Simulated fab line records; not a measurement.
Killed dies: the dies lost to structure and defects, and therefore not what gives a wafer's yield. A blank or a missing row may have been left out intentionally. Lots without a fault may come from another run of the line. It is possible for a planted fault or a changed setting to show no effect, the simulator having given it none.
Which tool did it? / flow berkeley_cmos170 / 11 lots, 33 wafers sampled, at 7 steps of a route of 331

## WHAT THE GAUGES READ, wafer by wafer
UCB170_START_BOW_MEAS_00. Usual: INCOMING_BOW typically reads 0 um, with standard deviation 6.6.
lot=L109; measured=day 1 10:00; on=film_metro-03; INCOMING_BOW (um)=-5 5 -8; flag=
lot=L110; measured=day 1 15:00; on=film_metro-03; INCOMING_BOW (um)=-8 -7 -2; flag=
lot=L111; measured=day 1 20:01; on=film_metro-04; INCOMING_BOW (um)=0 1 10; flag=
lot=L119; measured=day 3 12:03; on=film_metro-03; INCOMING_BOW (um)=0 -2 -2; flag=
lot=L121; measured=day 3 22:00; on=film_metro-01; INCOMING_BOW (um)=2 8 12; flag=
lot=L124; measured=day 4 13:01; on=film_metro-03; INCOMING_BOW (um)=-2 -20 3; flag=
lot=L125; measured=day 4 18:00; on=film_metro-04; INCOMING_BOW (um)=0 -6 9; flag=
lot=L128; measured=day 5 09:00; on=film_metro-03; INCOMING_BOW (um)=-8 -5 6; flag=
lot=L129; measured=day 5 14:00; on=film_metro-03; INCOMING_BOW (um)=1 -8 -1; flag=
lot=L131; measured=day 6 00:00; on=film_metro-03; INCOMING_BOW (um)=15 -1 -1; flag=
lot=L132; measured=day 6 05:01; on=film_metro-01; INCOMING_BOW (um)=-1 -9 -4; flag=

UCB170_M2_RS_MEAS_02: measures by four-point-probe. Usual: M2_AL_RS typically reads 0.0322 ohm/sq, with standard deviation 0.00033.
lot=L109; measured=day 8 12:32; on=film_metro-04; M2_AL_RS (ohm/sq)=0.0318 0.0316 0.0314; flag=
lot=L110; measured=day 8 09:02; on=film_metro-01; M2_AL_RS (ohm/sq)=0.0324 0.0322 0.0325; flag=
lot=L111; measured=day 8 20:19; on=film_metro-04; M2_AL_RS (ohm/sq)=0.0326 0.0323 0.0325; flag=
lot=L119; measured=day 11 04:20; on=film_metro-04; M2_AL_RS (ohm/sq)=0.0344 0.0348 0.0353; flag=OFF
lot=L121; measured=day 11 11:21; on=film_metro-02; M2_AL_RS (ohm/sq)=0.0346 0.0347 0.0345; flag=OFF
lot=L124; measured=day 11 11:38; on=film_metro-01; M2_AL_RS (ohm/sq)=0.0326 0.0328 0.0326; flag=
lot=L125; measured=day 12 01:03; on=film_metro-02; M2_AL_RS (ohm/sq)=0.0319 0.0320 0.0324; flag=
lot=L128; measured=day 12 14:53; on=film_metro-01; M2_AL_RS (ohm/sq)=0.0324 0.0322 0.0326; flag=
lot=L129; measured=day 12 17:23; on=film_metro-01; M2_AL_RS (ohm/sq)=0.0324 0.0319 0.0322; flag=
lot=L131; measured=day 13 08:03; on=film_metro-01; M2_AL_RS (ohm/sq)=0.0324 0.0317 0.0326; flag=
lot=L132; measured=day 13 09:42; on=film_metro-01; M2_AL_RS (ohm/sq)=0.0320 0.0321 0.0324; flag=

UCB170_M2_THK_MEAS_03: measures by xrf. Usual: M2_AL_THK typically reads 906 nm, with standard deviation 9.7.
lot=L109; measured=day 8 12:39; on=film_metro-04; M2_AL_THK (nm)=911 917 922; flag=
lot=L110; measured=day 8 09:09; on=film_metro-01; M2_AL_THK (nm)=903 904 900; flag=
lot=L111; measured=day 8 20:26; on=film_metro-04; M2_AL_THK (nm)=884 891 894; flag=
lot=L119; measured=day 11 04:27; on=film_metro-04; M2_AL_THK (nm)=850 840 824; flag=OFF
lot=L121; measured=day 11 11:28; on=film_metro-02; M2_AL_THK (nm)=843 841 846; flag=OFF
lot=L124; measured=day 11 11:45; on=film_metro-01; M2_AL_THK (nm)=898 892 891; flag=
lot=L125; measured=day 12 01:10; on=film_metro-02; M2_AL_THK (nm)=903 905 887; flag=
lot=L128; measured=day 12 15:01; on=film_metro-01; M2_AL_THK (nm)=902 908 896; flag=
lot=L129; measured=day 12 17:31; on=film_metro-01; M2_AL_THK (nm)=904 918 906; flag=
lot=L131; measured=day 13 08:10; on=film_metro-01; M2_AL_THK (nm)=906 921 894; flag=
lot=L132; measured=day 13 09:49; on=film_metro-01; M2_AL_THK (nm)=919 909 907; flag=

UCB170_M3_OVL_MEAS_16. Usual: M3_OVL typically reads 3 nm, with standard deviation 6.1.
lot=L109; measured=day 8 20:26; on=overlay-01; M3_OVL (nm)=-8 -6 2; flag=
lot=L110; measured=day 8 16:31; on=overlay-02; M3_OVL (nm)=-4 -4 4; flag=
lot=L111; measured=day 9 07:21; on=overlay-01; M3_OVL (nm)=2 2 8; flag=
lot=L119; measured=day 11 12:08; on=overlay-02; M3_OVL (nm)=9 -2 0; flag=
lot=L121; measured=day 11 18:44; on=overlay-01; M3_OVL (nm)=2 0 3; flag=
lot=L124; measured=day 11 19:05; on=overlay-01; M3_OVL (nm)=9 9 5; flag=
lot=L125; measured=day 12 08:33; on=overlay-02; M3_OVL (nm)=10 7 4; flag=
lot=L128; measured=day 12 23:17; on=overlay-02; M3_OVL (nm)=-3 3 4; flag=
lot=L129; measured=day 13 01:17; on=overlay-01; M3_OVL (nm)=0 4 3; flag=
lot=L131; measured=day 13 16:37; on=overlay-01; M3_OVL (nm)=21 9 6; flag=
lot=L132; measured=day 13 16:45; on=overlay-02; M3_OVL (nm)=-7 -10 -13; flag=

## EACH LOT AND THE TOOL THAT RAN IT (in order: tool; ch and the chambers of the sampled wafers; start)
lot=L109; UCB170_PWELL_STRIP_16=plasma_asher-03 ch 0,1, day 3 12:03; UCB170_M2_SPUTTER_01=pvd_sputter-02, day 8 12:26; UCB170_M2_METAL_ETCH_18=rie_metal-04 ch 0,1, day 8 14:47
lot=L110; UCB170_PWELL_STRIP_16=plasma_asher-01 ch 0,1, day 3 11:55; UCB170_M2_SPUTTER_01=pvd_sputter-03, day 8 08:56; UCB170_M2_METAL_ETCH_18=rie_metal-01 ch 0,1, day 8 11:35
lot=L111; UCB170_PWELL_STRIP_16=plasma_asher-03 ch 0,1, day 3 21:59; UCB170_M2_SPUTTER_01=pvd_sputter-02, day 8 20:13; UCB170_M2_METAL_ETCH_18=rie_metal-01 ch 0,1, day 8 22:52
lot=L119; UCB170_PWELL_STRIP_16=plasma_asher-02 ch 1, day 5 23:40; UCB170_M2_SPUTTER_01=pvd_sputter-02, day 11 04:14; UCB170_M2_METAL_ETCH_18=rie_metal-03 ch 0,1, day 11 06:22
lot=L121; UCB170_PWELL_STRIP_16=plasma_asher-03 ch 0,1, day 5 23:49; UCB170_M2_SPUTTER_01=pvd_sputter-02, day 11 11:16; UCB170_M2_METAL_ETCH_18=rie_metal-03 ch 0,1, day 11 13:41
lot=L124; UCB170_PWELL_STRIP_16=plasma_asher-03 ch 0,1, day 6 09:34; UCB170_M2_SPUTTER_01=pvd_sputter-03, day 11 11:32; UCB170_M2_METAL_ETCH_18=rie_metal-04 ch 0, day 11 13:48
lot=L125; UCB170_PWELL_STRIP_16=plasma_asher-03 ch 0,1, day 6 16:52; UCB170_M2_SPUTTER_01=pvd_sputter-04, day 12 00:58; UCB170_M2_METAL_ETCH_18=rie_metal-01 ch 1, day 12 03:17
lot=L128; UCB170_PWELL_STRIP_16=plasma_asher-02 ch 0,1, day 7 07:26; UCB170_M2_SPUTTER_01=pvd_sputter-04, day 12 14:48; UCB170_M2_METAL_ETCH_18=rie_metal-01 ch 0, day 12 17:46
lot=L129; UCB170_PWELL_STRIP_16=plasma_asher-01 ch 0,1, day 7 07:39; UCB170_M2_SPUTTER_01=pvd_sputter-03, day 12 17:18; UCB170_M2_METAL_ETCH_18=rie_metal-04 ch 0,1, day 12 20:15
lot=L131; UCB170_PWELL_STRIP_16=plasma_asher-02 ch 0,1, day 8 08:23; UCB170_M2_SPUTTER_01=pvd_sputter-03, day 13 07:58; UCB170_M2_METAL_ETCH_18=rie_metal-04 ch 0,1, day 13 10:34
lot=L132; UCB170_PWELL_STRIP_16=plasma_asher-01 ch 0,1, day 8 08:44; UCB170_M2_SPUTTER_01=pvd_sputter-04, day 13 09:35; UCB170_M2_METAL_ETCH_18=rie_metal-03 ch 0,1, day 13 11:38
- UCB170_PWELL_STRIP_16: strips in O2.
- UCB170_M2_SPUTTER_01: material Al, target thk 900 nm, time 120 s.
- UCB170_M2_METAL_ETCH_18: etches Al in Cl2/BCl3, stops on SiO2, target depth 1170 nm, time 195 s.

## WHAT THE TOOLS THEMSELVES READ (means of the sampled wafers that have a number; where no wafer has one, the mark that the record gives instead)
UCB170_PWELL_STRIP_16. Usual: drypump_motor_current_A 5.5 A, standard deviation 0.44; oes_product_au 0.721 a.u., standard deviation 0.0037; strip_time_to_endpoint_s 18.07 s, standard deviation 0.066.
lot=L109; tool=plasma_asher-03; drypump_motor_current_A (A)=5.2; oes_product_au (a.u.)=0.723; strip_time_to_endpoint_s (s)=18.07; flag=
lot=L110; tool=plasma_asher-01; drypump_motor_current_A (A)=5.8; oes_product_au (a.u.)=0.720; strip_time_to_endpoint_s (s)=18.01; flag=
lot=L111; tool=plasma_asher-03; drypump_motor_current_A (A)=5.4; oes_product_au (a.u.)=0.719; strip_time_to_endpoint_s (s)=18.09; flag=
lot=L119; tool=plasma_asher-02; drypump_motor_current_A (A)=5.0; oes_product_au (a.u.)=0.719; strip_time_to_endpoint_s (s)=18.06; flag=
lot=L121; tool=plasma_asher-03; drypump_motor_current_A (A)=5.2; oes_product_au (a.u.)=0.724; strip_time_to_endpoint_s (s)=18.06; flag=
lot=L124; tool=plasma_asher-03; drypump_motor_current_A (A)=5.2; oes_product_au (a.u.)=0.720; strip_time_to_endpoint_s (s)=17.98; flag=
lot=L125; tool=plasma_asher-03; drypump_motor_current_A (A)=5.2; oes_product_au (a.u.)=0.717; strip_time_to_endpoint_s (s)=18.12; flag=
lot=L128; tool=plasma_asher-02; drypump_motor_current_A (A)=5.3; oes_product_au (a.u.)=0.719; strip_time_to_endpoint_s (s)=18.04; flag=
lot=L129; tool=plasma_asher-01; drypump_motor_current_A (A)=6.0; oes_product_au (a.u.)=0.720; strip_time_to_endpoint_s (s)=18.04; flag=
lot=L131; tool=plasma_asher-02; drypump_motor_current_A (A)=5.2; oes_product_au (a.u.)=0.723; strip_time_to_endpoint_s (s)=18.18; flag=
lot=L132; tool=plasma_asher-01; drypump_motor_current_A (A)=5.8; oes_product_au (a.u.)=0.719; strip_time_to_endpoint_s (s)=18.08; flag=

UCB170_M2_SPUTTER_01. Usual: chamber_pressure_pa 0.5001 Pa, standard deviation 0.00088; throttle_valve_pct 29.5 %, standard deviation 1.2.
lot=L109; tool=pvd_sputter-02; chamber_pressure_pa (Pa)=0.4997; throttle_valve_pct (%)=29.4; flag=
lot=L110; tool=pvd_sputter-03; chamber_pressure_pa (Pa)=0.5009; throttle_valve_pct (%)=29.2; flag=
lot=L111; tool=pvd_sputter-02; chamber_pressure_pa (Pa)=0.4995; throttle_valve_pct (%)=29.7; flag=
lot=L119; tool=pvd_sputter-02; chamber_pressure_pa (Pa)=0.6351; throttle_valve_pct (%)=26.0; flag=OFF
lot=L121; tool=pvd_sputter-02; chamber_pressure_pa (Pa)=0.6353; throttle_valve_pct (%)=26.2; flag=OFF
lot=L124; tool=pvd_sputter-03; chamber_pressure_pa (Pa)=0.4999; throttle_valve_pct (%)=28.9; flag=
lot=L125; tool=pvd_sputter-04; chamber_pressure_pa (Pa)=0.5001; throttle_valve_pct (%)=29.7; flag=
lot=L128; tool=pvd_sputter-04; chamber_pressure_pa (Pa)=0.5001; throttle_valve_pct (%)=29.7; flag=
lot=L129; tool=pvd_sputter-03; chamber_pressure_pa (Pa)=0.5003; throttle_valve_pct (%)=29.7; flag=
lot=L131; tool=pvd_sputter-03; chamber_pressure_pa (Pa)=0.5001; throttle_valve_pct (%)=30.0; flag=
lot=L132; tool=pvd_sputter-04; chamber_pressure_pa (Pa)=0.4999; throttle_valve_pct (%)=28.9; flag=

UCB170_M2_METAL_ETCH_18. Usual: bias_w 120.0 W, standard deviation 0.38; drypump_motor_current_A 5.46 A, standard deviation 0.28; oes_product_au 0.857 a.u., standard deviation 0.014; throttle_valve_pct 24.3 %, standard deviation 0.3.
lot=L109; tool=rie_metal-04; bias_w (W)=120.1; drypump_motor_current_A (A)=5.70; oes_product_au (a.u.)=0.874; throttle_valve_pct (%)=24.0; flag=
lot=L110; tool=rie_metal-01; bias_w (W)=120.2; drypump_motor_current_A (A)=5.18; oes_product_au (a.u.)=0.862; throttle_valve_pct (%)=24.3; flag=
lot=L111; tool=rie_metal-01; bias_w (W)=120.2; drypump_motor_current_A (A)=5.30; oes_product_au (a.u.)=0.855; throttle_valve_pct (%)=24.2; flag=
lot=L119; tool=rie_metal-03; bias_w (W)=120.0; drypump_motor_current_A (A)=5.65; oes_product_au (a.u.)=0.812; throttle_valve_pct (%)=24.7; flag=OFF
lot=L121; tool=rie_metal-03; bias_w (W)=120.5; drypump_motor_current_A (A)=5.50; oes_product_au (a.u.)=0.821; throttle_valve_pct (%)=24.7; flag=
lot=L124; tool=rie_metal-04; bias_w (W)=120.3; drypump_motor_current_A (A)=5.86; oes_product_au (a.u.)=0.859; throttle_valve_pct (%)=24.0; flag=
lot=L125; tool=rie_metal-01; bias_w (W)=120.3; drypump_motor_current_A (A)=5.06; oes_product_au (a.u.)=0.857; throttle_valve_pct (%)=24.3; flag=
lot=L128; tool=rie_metal-01; bias_w (W)=119.8; drypump_motor_current_A (A)=5.41; oes_product_au (a.u.)=0.857; throttle_valve_pct (%)=24.2; flag=
lot=L129; tool=rie_metal-04; bias_w (W)=119.7; drypump_motor_current_A (A)=5.70; oes_product_au (a.u.)=0.861; throttle_valve_pct (%)=24.0; flag=
lot=L131; tool=rie_metal-04; bias_w (W)=119.9; drypump_motor_current_A (A)=5.55; oes_product_au (a.u.)=0.859; throttle_valve_pct (%)=24.0; flag=
lot=L132; tool=rie_metal-03; bias_w (W)=119.9; drypump_motor_current_A (A)=5.51; oes_product_au (a.u.)=0.865; throttle_valve_pct (%)=24.7; flag=

## THE ANSWER, worked out from the rows above alone
Rule: a lot is off if the mean of its wafers that have a number lies more than 3 standard deviations from the usual mean. Also off: a lot with no number at a reading for which 4 or more lots have one. All remaining lots with rows at the step are treated as sound. The gauges are gone through in route order, then the tools' own readings, and for those a lot's mean is taken as printed above. The first step at which some lot is off is used, and at that step the reading that is off furthest; a lot without a number counts as furthest.
Off: at UCB170_M2_RS_MEAS_02 (M2_AL_RS), L119, L121.
If a tool, at a process step before that reading, ran all the lots that are off and no sound lot after the first of them, it fits. Not tried: the gauges at UCB170_M2_RS_MEAS_02; whatever is off there is also off at UCB170_M2_SPUTTER_01, on other tools, and gauge error can't account for it. One fits: pvd_sputter-02 at UCB170_M2_SPUTTER_01. A fault onset in the window from L111 (day 8 20:13, its last sound lot) to L119 (day 11 04:14, its first lot off) fits.
The tool's own readings at UCB170_M2_SPUTTER_01 bear it out: on the lots that are off they differ by more than 5 times the standard deviation of the sound lots' means. chamber_pressure_pa reads 0.6352 Pa there against 0.5001 Pa on the sound lots; throttle_valve_pct reads 26.1 % there against 29.5 % on the sound lots.

## WHAT THE SIMULATOR HAD INSERTED
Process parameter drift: pvd_sputter-02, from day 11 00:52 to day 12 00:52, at UCB170_M2_SPUTTER_01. Setting chamber_pressure_pa shifted by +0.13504 from 0.5. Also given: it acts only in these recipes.
Lots struck among those shown: L119, L121. The rule above found the same.
